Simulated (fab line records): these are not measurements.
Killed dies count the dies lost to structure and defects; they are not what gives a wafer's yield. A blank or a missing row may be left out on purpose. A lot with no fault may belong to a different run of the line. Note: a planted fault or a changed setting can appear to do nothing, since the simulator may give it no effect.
Which of the tools did it? ; flow berkeleyCmos170 ; Sampling: 14 lots, 42 wafers, 3 of 331 route steps

== WHAT THE GAUGES SHOWED, per wafer ==
UCB170_CONTACT_OVL_MEAS_16. Usual: CONTACT_OVL typically reads 0 nm, with standard deviation 5.2.
lot;measured;on;CONTACT_OVL (nm);flag
L374;day 8 04:05;overlay-02;-11 -12 -1;
L373;day 8 05:05;overlay-02;4 6 5;
L376;day 8 20:05;overlay-02;0 -3 -1;
L378;day 8 21:00;overlay-02;3 9 4;
L379;day 9 03:23;overlay-02;4 -4 7;
L382;day 9 17:28;overlay-02;5 -3 2;
L380;day 9 17:46;overlay-01;2 -3 4;
L381;day 9 19:43;overlay-01;2 2 2;
L385;day 10 18:04;overlay-02;-7 -2 2;
L384;day 10 19:04;overlay-02;1 3 5;
L391;day 12 01:59;overlay-01;-7 -8 -2;
L392;day 12 02:45;overlay-01;4 11 13;
L393;day 12 20:04;overlay-02;-4 -2 0;
L396;day 13 08:00;overlay-02;-1 -5 -13;

UCB170_CONTACT_CD_MEAS_90 targets a cd of 700 nm. Usual: cdNm at 700.5 nm, with a standard deviation of 1.4.
lot;measured;on;cdNm (nm);flag
L374;day 8 04:25;cdSem-02;700.4 700.7 701.4;
L373;day 8 05:24;cdSem-02;700.0 700.5 701.1;
L376;day 8 20:23;cdSem-01;700.2 700.7 699.5;
L378;day 8 21:37;cdSem-01;700.4 700.9 700.6;
L379;day 9 03:41;cdSem-01;701.5 702.8 702.6;
L382;day 9 17:48;cdSem-01;702.2 703.1 700.7;
L380;day 9 18:04;cdSem-02;702.6 700.4 702.5;
L381;day 9 20:02;cdSem-02;700.7 700.1 699.8;
L385;day 10 18:24;cdSem-01;701.7 700.8 699.8;
L384;day 10 19:22;cdSem-02;701.8 700.9 701.1;
L391;day 12 02:18;cdSem-02;701.1 701.9 700.4;
L392;day 12 03:04;cdSem-02;699.6 696.4 699.9;
L393;day 12 20:22;cdSem-01;702.1 701.4 702.5;
L396;day 13 08:19;cdSem-02;699.5 697.8 699.1;

UCB170_V1_CD_MEAS_12 targets a cd of 700 nm. Usual: cdNm at 700.2 nm, with a standard deviation of 1.7.
lot;measured;on;cdNm (nm);flag
L374;day 8 12:56;cdSem-01;700.1 700.2 699.1;
L373;day 8 12:41;cdSem-01;700.1 698.1 698.2;
L376;day 9 01:44;cdSem-01;700.8 701.1 700.3;
L378;day 9 03:58;cdSem-01;700.7 700.4 700.3;
L379;day 9 10:52;cdSem-02;700.3 698.7 698.8;
L382;day 10 01:05;cdSem-01;700.3 703.3 700.8;
L380;day 10 01:24;cdSem-02;697.8 697.0 698.1;
L381;day 10 03:02;cdSem-02;699.2 699.4 699.2;
L385;day 11 00:25;cdSem-01;696.7 698.7 697.3;
L384;day 11 01:49;cdSem-02;703.5 701.9 701.7;
L391;day 12 08:29;cdSem-02;701.7 700.5 701.0;
L392;day 12 11:02;cdSem-01;698.4 697.7 698.5;
L393;day 13 01:42;cdSem-01;699.2 698.0 698.2;
L396;day 13 16:29;cdSem-02;700.2 700.7 701.1;

== TOOL THAT RAN EACH LOT (tool first, then ch and the chambers of the sampled wafers, then the start) ==
The record holds no process step before these readings.

== WHAT THE TOOLS THEMSELVES READ (means of the sampled wafers that have a number; where no wafer has one, the mark that the record gives instead) ==
The record holds no such reading with a usual standard deviation.

== THE ANSWER, worked out from the rows above alone ==
Rule: take the mean of a lot's wafers that have a number; if it is more than 3 standard deviations from the usual mean, the lot is off. A lot without any number at a reading at which 4 lots or more have one is off too. All remaining lots with rows at the step are treated as sound. Order of review: gauges by route order, followed by the tools' own readings, for which a lot's mean as printed above is used. At the first step where some lot is off, the reading lying furthest off is the one used; lots without a number count as furthest.
No lot is off on any of the readings shown, so nothing can be concluded from this.

== WHAT WAS PUT IN BY THE SIMULATOR ==
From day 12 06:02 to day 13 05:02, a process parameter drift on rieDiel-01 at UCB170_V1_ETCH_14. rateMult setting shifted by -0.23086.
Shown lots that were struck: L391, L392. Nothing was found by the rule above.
